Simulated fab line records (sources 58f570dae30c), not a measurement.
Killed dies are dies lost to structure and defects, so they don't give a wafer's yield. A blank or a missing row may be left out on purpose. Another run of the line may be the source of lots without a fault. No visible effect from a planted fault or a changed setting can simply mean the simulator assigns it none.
Comparing a struck lot with a sound one + flow berkeleyCmos170 + 14 steps out of a route of 331
Sound: wafers L470.1, L470.2, L470.5. Wafers L469.2, L469.4, L469.6 were the ones struck. The cause is named last.
Per side, at each step with rows, come the tool, then ch with its chambers, and then its first start. Under that, the readings that differ: sound wafers + struck wafers + difference of the means + sigmas: that difference in standard deviations of wafers without a fault.
alike: readings whose means differ by less than 2 such deviations, and words and numbers that are the same on both sides. not compared: withheld readings, readings that some wafer has no value for, bounds like >300 that may hide the same value, and numbers for which the record gives no deviation and whose values overlap.
The two part at a step that has a row with sigmas, a row that says differs or no value, or rows on one side only. Numbers that have no deviation but don't overlap get no sigmas and don't part them. A reading missing from all wafers of one side parts the sides only when that side holds two or more wafers.

UCB170_PFIELD_TW_MEAS_09:
  sound on filmMetro-03, day 5 17:41; struck on filmMetro-03, day 5 17:25
  alike: PFIELD_TW
then, 2 steps without rows for these wafers: UCB170_FIELD_CLEAN_00 (cleans in dHF, time 7.5 s); UCB170_FIELD_OXIDATION_01 (target thk 558.3 nm, ox time 7200 s).
UCB170_FIELD_THK_MEAS_02:
  sound on filmMetro-04, day 5 21:34; struck on filmMetro-01, day 5 21:32
| reading              | sound       | struck      | difference | sigmas |
|----------------------|-------------|-------------|------------|--------|
| FIELD_OXIDE_THK (nm) | 543 545 550 | 575 566 579 | +27        | +3     |
then, 4 steps without rows for these wafers: UCB170_FIELD_ANNEAL_03 (time 1200 s); UCB170_FIELD_WET_ETCH_04 (etches SiO2 in dHF, time 60 s); UCB170_FIELD_WET_ETCH_05 (etches Si3N4 in H3PO4, time 12600 s); UCB170_FIELD_WET_ETCH_06 (etches SiO2 in BOE, time 22 s).
UCB170_FIELD_THK_MEAS_90:
  sound on filmMetro-01, day 6 04:17; struck on filmMetro-02, day 6 04:19
| reading                     | sound       | struck      | difference | sigmas |
|-----------------------------|-------------|-------------|------------|--------|
| FIELD_OXIDE_LEFT_1_THK (nm) | 426 428 434 | 457 448 461 | +26        | +3     |
then, 2 steps without rows for these wafers: UCB170_SACOX_CLEAN_00 (cleans in dHF, time 7.5 s); UCB170_SACOX_OXIDATION_01 (target thk 14.4 nm, ox time 2400 s).
UCB170_SACOX_THK_MEAS_02:
  sound on filmMetro-03, day 6 07:55; struck on filmMetro-02, day 6 07:52
  alike: SACOX_OXIDE_THK
UCB170_SCREENOX_WET_ETCH_00: etches SiO2 in dHF, time 200 s.
  sound on wetBench-03 ch 1, day 6 07:58; struck on wetBench-04 ch 0, day 6 07:55
  no value came back on the struck wafers for bathHeatDutyPct (%), runLengthS (s); on the sound wafers bathHeatDutyPct (%) reads 5.5 6.8 4.7
| reading                                     | sound | struck            | difference | sigmas |
|---------------------------------------------|-------|-------------------|------------|--------|
| model.SiO2_of_SACOX_OXIDATION_01.thkNm (nm) | 0 0 0 | 14.68 14.64 14.69 | +14.67     |        |
then, 1 step without rows for these wafers: UCB170_SCREENOX_OXIDATION_01 (target thk 14.4 nm, ox time 2400 s).

== WHERE THEY PART ==
First at UCB170_FIELD_THK_MEAS_02; last, within this record, at UCB170_SCREENOX_WET_ETCH_00.

WHY: what had been put in by the simulator
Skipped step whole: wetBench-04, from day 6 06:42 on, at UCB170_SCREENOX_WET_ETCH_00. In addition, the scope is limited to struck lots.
